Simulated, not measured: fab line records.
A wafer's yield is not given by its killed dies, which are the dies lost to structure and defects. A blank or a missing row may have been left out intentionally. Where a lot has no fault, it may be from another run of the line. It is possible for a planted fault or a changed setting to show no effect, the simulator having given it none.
Which tool was responsible? | flow berkeley-cmos170 | 12 lots with 36 wafers sampled at 4 steps, on a route of 331 steps

WHAT THE GAUGES READ, wafer by wafer
UCB170_M3_CD_MEAS_15 targets a cd of 700 nm.
lot  | measured     | on        | cd-nm (nm)
L075 | day 9 14:04  | cd-sem-02 | 698.1 698.5 698.6
L079 | day 10 08:00 | cd-sem-02 | 701.0 700.7 701.3
L082 | day 10 12:47 | cd-sem-02 | 699.5 700.3 701.6
L081 | day 10 14:13 | cd-sem-01 | 700.3 700.0 702.5
L083 | day 10 15:55 | cd-sem-02 | 703.7 701.8 702.0
L085 | day 11 09:00 | cd-sem-01 | 699.6 699.8 700.7
L088 | day 12 00:14 | cd-sem-01 | 701.5 701.9 701.1
L089 | day 12 01:45 | cd-sem-01 | 699.4 700.7 699.2
L091 | day 12 16:47 | cd-sem-01 | 699.2 699.1 699.8
L093 | day 12 17:21 | cd-sem-02 | 701.9 701.9 701.6
L094 | day 13 02:55 | cd-sem-02 | 701.8 699.7 699.5
L096 | day 13 15:46 | cd-sem-01 | 698.9 698.5 697.5

WHAT TOOL EACH LOT RAN ON (gives the tool, then ch and the chambers of the sampled wafers, and finally the start)
lot  | UCB170_M2_METAL_ETCH_18           | UCB170_V2_STRIP_15                   | UCB170_M3_SPUTTER_01
L075 | rie-metal-04 ch 0, day 9 07:26    | plasma-asher-04 ch 0,1, day 9 10:13  | pvd-sputter-04, day 9 10:28
L079 | rie-metal-02 ch 1, day 10 02:02   | plasma-asher-02 ch 0,1, day 10 04:37 | pvd-sputter-04, day 10 04:54
L082 | rie-metal-02 ch 1, day 10 06:50   | plasma-asher-04 ch 0,1, day 10 09:46 | pvd-sputter-03, day 10 10:01
L081 | rie-metal-01 ch 1, day 10 07:58   | plasma-asher-01 ch 0,1, day 10 10:44 | pvd-sputter-04, day 10 11:01
L083 | rie-metal-04 ch 0,1, day 10 10:13 | plasma-asher-01 ch 0,1, day 10 13:01 | pvd-sputter-02, day 10 13:18
L085 | rie-metal-02 ch 1, day 11 02:22   | plasma-asher-01 ch 1, day 11 06:20   | pvd-sputter-03, day 11 06:38
L088 | rie-metal-01 ch 0,1, day 11 17:13 | plasma-asher-04 ch 0,1, day 11 20:02 | pvd-sputter-03, day 11 20:19
L089 | rie-metal-04 ch 0,1, day 11 18:10 | plasma-asher-01 ch 0,1, day 11 20:50 | pvd-sputter-02, day 11 21:05
L091 | rie-metal-01 ch 0,1, day 12 10:18 | plasma-asher-04 ch 0,1, day 12 13:22 | pvd-sputter-02, day 12 13:38
L093 | rie-metal-02 ch 0,1, day 12 10:47 | plasma-asher-04 ch 1, day 12 14:10   | pvd-sputter-04, day 12 14:27
L094 | rie-metal-04 ch 0,1, day 12 21:29 | plasma-asher-01 ch 0,1, day 12 23:57 | pvd-sputter-02, day 13 00:14
L096 | rie-metal-01 ch 0,1, day 13 10:05 | plasma-asher-04 ch 0,1, day 13 13:12 | pvd-sputter-03, day 13 13:29
- UCB170_M2_METAL_ETCH_18: etches Al in Cl2/BCl3, stops on SiO2, target depth 1170 nm, time 195 s.
- UCB170_V2_STRIP_15: strips in O2.
- UCB170_M3_SPUTTER_01: material Al, target thk 900 nm, time 120 s.

THE ANSWER, worked out from the rows above alone
Rule: the lots themselves supply what counts as usual. The widest of any qualifying gaps counts: lots, ordered by their means at a reading, are off when they make up no more than a third of the lots, leave a main group of 4 or more, and stand apart from it by 3 or more times the standard deviation of that group's means. If all means in a main group match to the digits the tables above print for the reading, that group is not used. Also off: a lot with no number at a reading for which 4 or more lots have one. All remaining lots with rows at the step are treated as sound.
None of the lots is off at any reading shown; this tells nothing.

WHAT THE SIMULATOR HAD PUT IN
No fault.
